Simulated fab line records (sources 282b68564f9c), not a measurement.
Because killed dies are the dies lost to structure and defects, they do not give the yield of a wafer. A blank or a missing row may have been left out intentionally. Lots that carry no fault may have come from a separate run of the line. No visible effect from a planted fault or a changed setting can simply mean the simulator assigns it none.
Split-lot trial + flow rit-cmos + route with 202 steps; 5 lots, 23 wafers read

== ON THE SPLIT ==
At RIT_NLDD_IMPLANT_08, the setting energy-kev was moved away from the recipe's 20 on 5 of the 23 wafers read, by -3.1% to -1.5%. For the rest of the wafers, this setting stayed at what the recipe calls for.

Reading taken at the split's own step.

== THE READING ==
In nm, at RIT_NLDD_IMPLANT_08: implant.drp-nm, which is the simulator's own figure and was read by no gauge. The file gives no usual value for it.

| wafer  | tool, chamber at the split | energy-kev as run | against the recipe | implant.drp-nm, nm | against lot-mates on the recipe |
|--------|----------------------------|-------------------|--------------------|--------------------|---------------------------------|
| L074.1 | implanter-04, 0            | 20                | recipe             | 12.97              | -                               |
| L074.3 | implanter-04, 0            | 20                | recipe             | 12.97              | -                               |
| L074.4 | implanter-04, 0            | 19.37             | -3.1%              | 12.72              | -0.25                           |
| L074.5 | implanter-04, 0            | 19.37             | -3.1%              | 12.72              | -0.25                           |
| L074.6 | implanter-04, 0            | 19.37             | -3.1%              | 12.72              | -0.25                           |
| L075.1 | implanter-04, 0            | 20                | recipe             | 12.97              | -                               |
| L075.2 | implanter-04, 0            | 20                | recipe             | 12.97              | -                               |
| L075.3 | implanter-04, 0            | 20                | recipe             | 12.97              | -                               |
| L075.4 | implanter-04, 0            | 20                | recipe             | 12.97              | -                               |
| L075.6 | implanter-04, 0            | 20                | recipe             | 12.97              | -                               |
| L078.2 | implanter-03, 0            | 20                | recipe             | 12.97              | -                               |
| L078.5 | implanter-03, 0            | 20                | recipe             | 12.97              | -                               |
| L078.6 | implanter-03, 0            | 20                | recipe             | 12.97              | -                               |
| L078.3 | implanter-03, 0            | 19.69             | -1.5%              | 12.85              | -0.12                           |
| L078.4 | implanter-03, 0            | 19.69             | -1.5%              | 12.85              | -0.12                           |
| L081.1 | implanter-03, 0            | 20                | recipe             | 12.97              | -                               |
| L081.3 | implanter-03, 0            | 20                | recipe             | 12.97              | -                               |
| L081.4 | implanter-03, 0            | 20                | recipe             | 12.97              | -                               |
| L081.5 | implanter-03, 0            | 20                | recipe             | 12.97              | -                               |
| L081.6 | implanter-03, 0            | 20                | recipe             | 12.97              | -                               |
| L084.3 | implanter-04, 0            | 20                | recipe             | 12.97              | -                               |
| L084.4 | implanter-04, 0            | 20                | recipe             | 12.97              | -                               |
| L084.6 | implanter-04, 0            | 20                | recipe             | 12.97              | -                               |

FIT RESULTS
A straight line over all 23 wafers: implant.drp-nm changes by +0.0791 nm for each +1% of energy-kev; r = +1.00; the points scatter about the line by 0.00085 nm.
The same after taking each lot's own level away (the mean of its wafers on the recipe; 23 wafers): +0.0791 nm for each +1%; r = +1.00; scatter 0.00085 nm.
On that fit, the largest move of energy-kev shifts the reading by 0.25 nm.
The lots' own levels span 12.970 to 12.970 nm.
The two slopes are in agreement: the lot-to-lot level therefore moves the slope only a little.
Check: for one of the wafers moved furthest among these (-3.1%), held out of the fit, the line's prediction against its lot-mates is -0.249 nm. Against them it came out at -0.25 nm.

== OTHER SPLITS APPLIED TO THESE WAFERS ==
Note: prior to the reading, these wafers also went through further splits. Each is held against what the fit with the lots' levels taken away leaves over:
| other split on the same wafers     | wafers away from the commonest value | r with implant.drp-nm (lot level and that fit taken away) |
|------------------------------------|--------------------------------------|-----------------------------------------------------------|
| RIT_ACTIVE_CVD_03 pressure-mtorr   | 18                                   | -0.32                                                     |
| RIT_ACTIVE_EXPOSE_08 dose-mj       | 5                                    | -0.13                                                     |
| RIT_ACTIVE_ETCH_13 rf-w            | 7                                    | +0.20                                                     |
| RIT_FOX1_WET_ETCH_02 time-s        | 10                                   | +0.37                                                     |
| RIT_NWELL_IMPLANT_08 dose-cm2      | 5                                    | +0.28                                                     |
| RIT_PWELL_IMPLANT_08 dose-cm2      | 4                                    | -0.12                                                     |
| RIT_NRETRO_SOFTBAKE_02 temp-c      | 10                                   | -0.48                                                     |
| RIT_GATE_SOFTBAKE_12 temp-c        | 9                                    | +0.10                                                     |
| RIT_GATE_DEVELOP_15 develop-time-s | 8                                    | +0.17                                                     |

== THE FILE'S OWN FIT ==
implant.drp-nm changes by +0.0787 nm for each +1% of energy-kev, r = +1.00.
